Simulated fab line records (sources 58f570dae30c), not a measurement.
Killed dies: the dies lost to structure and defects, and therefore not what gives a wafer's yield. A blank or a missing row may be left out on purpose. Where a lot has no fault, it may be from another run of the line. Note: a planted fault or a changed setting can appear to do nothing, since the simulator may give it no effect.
Which tool was responsible?    flow berkeley cmos170    route of 331 steps, sampled at 1 step: 7 lots, 21 wafers

WHAT THE GAUGES SHOWED, per wafer
UCB170_M2_RS_MEAS_02: uses a four-point probe to measure.
lot   measured      on             M2_AL_RS (ohm/sq)
L504  day 7 22:31   film metro-02  0.0322 0.0325 0.0318
L505  day 8 18:38   film metro-02  0.0316 0.0319 0.0318
L508  day 9 03:43   film metro-03  0.0324 0.0321 0.0324
L511  day 10 00:52  film metro-04  0.0324 0.0331 0.0331
L517  day 11 05:20  film metro-02  0.0320 0.0318 0.0321
L519  day 11 13:05  film metro-04  0.0324 0.0325 0.0325
L524  day 12 14:50  film metro-04  0.0326 0.0321 0.0325

WHICH TOOL RAN EACH LOT (tool, then ch and the chambers of the sampled wafers, then the start)
The record shows no process step preceding these readings.

THE ANSWER, worked out from the rows above alone
Rule: what is usual is taken from the lots themselves. The widest of any qualifying gaps counts: lots, ordered by their means at a reading, are off when they make up no more than a third of the lots, leave a main group of 4 or more, and stand apart from it by 3 or more times the standard deviation of that group's means. The tables above print the reading to a certain number of digits; a main group whose means all agree to those digits is not used. Also off: a lot with no number at a reading for which 4 or more lots have one. All remaining lots with rows at the step are treated as sound.
None of the lots is off at any reading shown; this tells nothing.

WHAT HAD BEEN PUT IN BY THE SIMULATOR
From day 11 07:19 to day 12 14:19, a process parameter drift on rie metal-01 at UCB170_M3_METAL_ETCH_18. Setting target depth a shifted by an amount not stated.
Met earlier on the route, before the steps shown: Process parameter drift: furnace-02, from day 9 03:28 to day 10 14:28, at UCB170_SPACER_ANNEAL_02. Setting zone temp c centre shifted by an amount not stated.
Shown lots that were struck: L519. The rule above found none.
